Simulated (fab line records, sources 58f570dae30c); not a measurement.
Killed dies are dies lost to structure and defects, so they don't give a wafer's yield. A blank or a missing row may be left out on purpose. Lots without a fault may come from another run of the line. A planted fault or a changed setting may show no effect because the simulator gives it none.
Chamber matching | flow berkeley_cmos170 | UCB170_ACTIVE_ETCH_15 on rie_diel-02: 4 sister chambers
The step etches Si3N4 in CH3F/Ar/O2, stops on SiO2, target depth 242 nm, time 151 s. 14 wafers are shown with their chamber, then 7 later ones without.

WAFERS WITH THEIR CHAMBER
wafer  | chamber | throttle_valve_pct (%) | drypump_motor_current_A (A) | oes_product_au (a.u.)
L787.4 | 3       | 8.32                   | 5.8                         | 0.944
L787.5 | 3       | 8.33                   | 5.8                         | 0.939
L787.6 | 2       | 7.90                   | 5.7                         | 0.961
L790.2 | 0       | 8.07                   | 5.5                         | 0.959
L790.5 | 3       | 8.33                   | 5.8                         | 0.942
L790.6 | 2       | 7.90                   | 5.7                         | 0.948
L794.2 | 1       | 7.86                   | 6.3                         | 0.956
L794.5 | 3       | 8.32                   | 5.8                         | 0.931
L794.6 | 2       | 7.90                   | 5.7                         | 0.961
L795.2 | 2       | 7.89                   | 5.7                         | 0.957
L795.3 | 1       | 7.87                   | 6.4                         | 0.964
L795.4 | 0       | 8.09                   | 5.5                         | 0.948
L796.2 | 2       | 7.91                   | 5.7                         | 0.951
L796.4 | 1       | 7.87                   | 6.4                         | 0.951

SIGNATURES (means of the wafers above)
reading                 | chamber 0 | chamber 1 | chamber 2 | chamber 3 | scatter within a chamber
throttle_valve_pct      | 8.0800    | 7.8667    | 7.9000    | 8.3250    | 0.00753
drypump_motor_current_A | 5.500     | 6.367     | 5.700     | 5.800     | 0.0258
oes_product_au          | 0.95350   | 0.95700   | 0.95560   | 0.93900   | 0.00619
Rule: a wafer's distance from a chamber is the root of the sum, over the readings, of the square of ((its reading less the chamber's mean) divided by the reading's scatter). The wafer belongs to the nearest chamber; if the next one is less than 2 further off, it can't be placed. The scatter: the root of (the sum of the squares of (reading less its chamber's mean) over the shown wafers, divided by (wafers less chambers)).

WAFERS WITHOUT THEIR CHAMBER
wafer  | throttle_valve_pct (%) | drypump_motor_current_A (A) | oes_product_au (a.u.)
L796.6 | 7.86                   | 6.4                         | 0.967
L802.2 | 7.87                   | 6.4                         | 0.951
L802.3 | 7.89                   | 5.7                         | 0.941
L802.6 | 8.07                   | 5.5                         | 0.953
L804.1 | 7.87                   | 6.3                         | 0.954
L804.5 | 8.07                   | 5.5                         | 0.969
L804.6 | 8.33                   | 5.8                         | 0.940

WHICH CHAMBER EACH WENT THROUGH
wafer  | from the rows above | in truth
L796.6 | 1                   | 1
L802.2 | 1                   | 1
L802.3 | 2                   | 2
L802.6 | 0                   | 0
L804.1 | 1                   | 1
L804.5 | 0                   | 0
L804.6 | 3                   | 3
Placed correctly: 7 of 7. Can't be placed from these rows: 0. Placed wrongly: 0.
